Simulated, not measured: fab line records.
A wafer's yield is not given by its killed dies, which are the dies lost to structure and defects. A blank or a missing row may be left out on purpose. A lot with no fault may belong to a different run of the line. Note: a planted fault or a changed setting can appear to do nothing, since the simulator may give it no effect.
Which tool is to blame? | flow berkeley cmos170 | 9 lots, 27 wafers sampled, at 6 steps of a route of 331

== WHAT EACH GAUGE READ, for each wafer ==
UCB170_PWELL_THK_MEAS_06.
lot  | measured    | on            | PWELL_NITRIDE_THK (nm)
L269 | day 2 21:32 | film metro-04 | 221.8 223.2 220.5
L270 | day 3 05:50 | film metro-01 | 221.5 219.9 219.7
L271 | day 3 07:49 | film metro-01 | 220.0 221.1 219.8
L276 | day 4 14:52 | film metro-02 | 219.4 218.7 219.9
L281 | day 5 08:14 | film metro-01 | 138.4 138.5 141.8
L285 | day 5 23:18 | film metro-04 | 221.4 221.2 222.6
L284 | day 6 08:40 | film metro-01 | 213.3 213.4 211.5
L286 | day 6 08:40 | film metro-04 | 218.7 219.4 221.7
L287 | day 6 15:01 | film metro-01 | 216.3 218.0 217.8

UCB170_SACOX_THK_MEAS_02.
lot  | measured    | on            | SACOX_OXIDE_THK (nm)
L269 | day 4 16:42 | film metro-03 | 14.2 14.3 14.1
L270 | day 5 04:18 | film metro-02 | 14.4 14.6 14.2
L271 | day 5 04:17 | film metro-01 | 14.3 14.3 14.1
L276 | day 6 14:36 | film metro-02 | 14.9 15.1 15.0
L281 | day 7 17:52 | film metro-02 | 14.5 14.6 14.4
L285 | day 7 23:38 | film metro-03 | 14.2 14.2 14.1
L284 | day 8 14:35 | film metro-03 | 14.4 14.4 14.5
L286 | day 8 19:07 | film metro-03 | 14.6 14.7 14.5
L287 | day 9 03:48 | film metro-01 | 14.4 14.3 14.4

UCB170_M3_THK_MEAS_03: measures by xrf.
lot  | measured     | on            | M3_AL_THK (nm)
L269 | day 7 06:13  | film metro-02 | 886 881 882
L270 | day 7 16:37  | film metro-02 | 882 892 888
L271 | day 7 17:47  | film metro-04 | 886 891 883
L276 | day 8 16:23  | film metro-03 | 885 876 886
L281 | day 10 07:52 | film metro-04 | 893 886 899
L285 | day 10 18:17 | film metro-02 | 874 890 877
L284 | day 11 07:59 | film metro-04 | 897 889 890
L286 | day 11 21:21 | film metro-02 | 898 891 897
L287 | day 11 20:16 | film metro-02 | 889 895 894

== WHAT TOOL EACH LOT RAN ON (gives the tool, then ch and the chambers of the sampled wafers, and finally the start) ==
lot  | UCB170_PWELL_CVD_05        | UCB170_PWELL_ETCH_14              | UCB170_V2_STRIP_15
L269 | lpcvd-02 ch 0, day 2 19:36 | rie diel-01 ch 0,1,3, day 2 22:35 | plasma asher-04 ch 0,1, day 7 05:43
L270 | lpcvd-01 ch 1, day 3 03:55 | rie diel-04 ch 1,2,3, day 3 07:14 | plasma asher-03 ch 0,1, day 7 16:07
L271 | lpcvd-01 ch 1, day 3 05:54 | rie diel-04 ch 1,3, day 3 08:45   | plasma asher-01 ch 0,1, day 7 17:17
L276 | lpcvd-01 ch 0, day 4 12:56 | rie diel-01 ch 0,2,3, day 4 15:58 | plasma asher-01 ch 0,1, day 8 15:55
L281 | lpcvd-01 ch 0, day 5 06:18 | rie diel-01 ch 0,3, day 5 10:05   | plasma asher-04 ch 0,1, day 10 07:23
L285 | lpcvd-01 ch 1, day 5 21:23 | rie diel-04 ch 1,2,3, day 6 01:05 | plasma asher-04 ch 0, day 10 17:47
L284 | lpcvd-02 ch 0, day 6 06:46 | rie diel-02 ch 0,1,3, day 6 09:53 | plasma asher-01 ch 0,1, day 11 07:30
L286 | lpcvd-02 ch 1, day 6 06:46 | rie diel-04 ch 0,1,2, day 6 10:24 | plasma asher-04 ch 0,1, day 11 20:52
L287 | lpcvd-02 ch 1, day 6 13:04 | rie diel-02 ch 0,1,3, day 6 17:29 | plasma asher-03 ch 0,1, day 11 19:45
- UCB170_PWELL_CVD_05: deposits Si3N4 from SiH2Cl2/NH3, target thk 220 nm, time 3300 s.
- UCB170_PWELL_ETCH_14: etches Si3N4 in CH3F/Ar/O2, stops on SiO2, target depth 242 nm, time 155 s.
- UCB170_V2_STRIP_15: strips in O2.

== WHAT THE TOOLS THEMSELVES READ (means of the sampled wafers that have a number; where no wafer has one, the mark that the record gives instead) ==
UCB170_PWELL_CVD_05.
lot  | tool     | pressure mtorr (mTorr) | zone power source pct (%)
L269 | lpcvd-02 | 200.4                  | 23.0
L270 | lpcvd-01 | 199.6                  | 20.2
L271 | lpcvd-01 | 200.5                  | 20.5
L276 | lpcvd-01 | 199.9                  | 20.0
L281 | lpcvd-01 | 200.0                  | 19.9
L285 | lpcvd-01 | 200.5                  | 20.2
L284 | lpcvd-02 | 199.8                  | 23.2
L286 | lpcvd-02 | 200.0                  | 17.3
L287 | lpcvd-02 | 200.1                  | 17.4

UCB170_PWELL_ETCH_14.
lot  | tool        | drypump motor current A (A) | oes product au (a.u.) | throttle valve pct (%)
L269 | rie diel-01 | 5.8                         | 0.939                 | 8.14
L270 | rie diel-04 | 5.7                         | 0.955                 | 8.13
L271 | rie diel-04 | 5.5                         | 0.958                 | 8.11
L276 | rie diel-01 | 5.5                         | 0.937                 | 8.00
L281 | rie diel-01 | 5.5                         | 0.729                 | 8.05
L285 | rie diel-04 | 5.7                         | 0.958                 | 8.15
L284 | rie diel-02 | 5.7                         | 0.918                 | 8.07
L286 | rie diel-04 | 5.9                         | 0.940                 | 8.18
L287 | rie diel-02 | 5.7                         | 0.930                 | 8.07

UCB170_V2_STRIP_15.
lot  | tool            | drypump motor current A (A) | oes product au (a.u.) | strip time to endpoint s (s)
L269 | plasma asher-04 | 5.0                         | 0.717                 | 15.30
L270 | plasma asher-03 | 6.6                         | 0.724                 | 15.35
L271 | plasma asher-01 | 5.6                         | 0.725                 | 15.31
L276 | plasma asher-01 | 5.6                         | 0.721                 | 15.20
L281 | plasma asher-04 | 5.1                         | 0.718                 | 15.20
L285 | plasma asher-04 | 5.2                         | 0.721                 | 15.27
L284 | plasma asher-01 | 5.6                         | 0.724                 | 15.13
L286 | plasma asher-04 | 5.0                         | 0.724                 | 15.27
L287 | plasma asher-03 | 6.6                         | 0.722                 | 15.30

== THE ANSWER, worked out from the rows above alone ==
Rule: the lots themselves supply what counts as usual. The widest of any qualifying gaps counts: lots, ordered by their means at a reading, are off when they make up no more than a third of the lots, leave a main group of 4 or more, and stand apart from it by 3 or more times the standard deviation of that group's means. A main group whose means are all the same, to the digits that the tables above print for the reading, isn't used. A lot without any number at a reading at which 4 lots or more have one is off too. Any other lot the step has rows for is counted as sound. After the gauges, taken in route order, come the tools' own readings; for these a lot's mean is taken, as printed above. The first step at which some lot is off is used, and at that step the reading that is off furthest; a lot without a number counts as furthest.
Off: at UCB170_PWELL_THK_MEAS_06 (PWELL_NITRIDE_THK), L281. Main group: mean 219.2 nm, sd 2.8.
A tool fits if, at a process step before that reading, it ran every lot that is off, and no sound lot after the first of them. Not tried: the gauges at UCB170_PWELL_THK_MEAS_06; whatever is off there is also off at UCB170_PWELL_ETCH_14, on other tools, and gauge error can't account for it. No candidate that was tried fits.

== WHAT THE SIMULATOR HAD PUT IN ==
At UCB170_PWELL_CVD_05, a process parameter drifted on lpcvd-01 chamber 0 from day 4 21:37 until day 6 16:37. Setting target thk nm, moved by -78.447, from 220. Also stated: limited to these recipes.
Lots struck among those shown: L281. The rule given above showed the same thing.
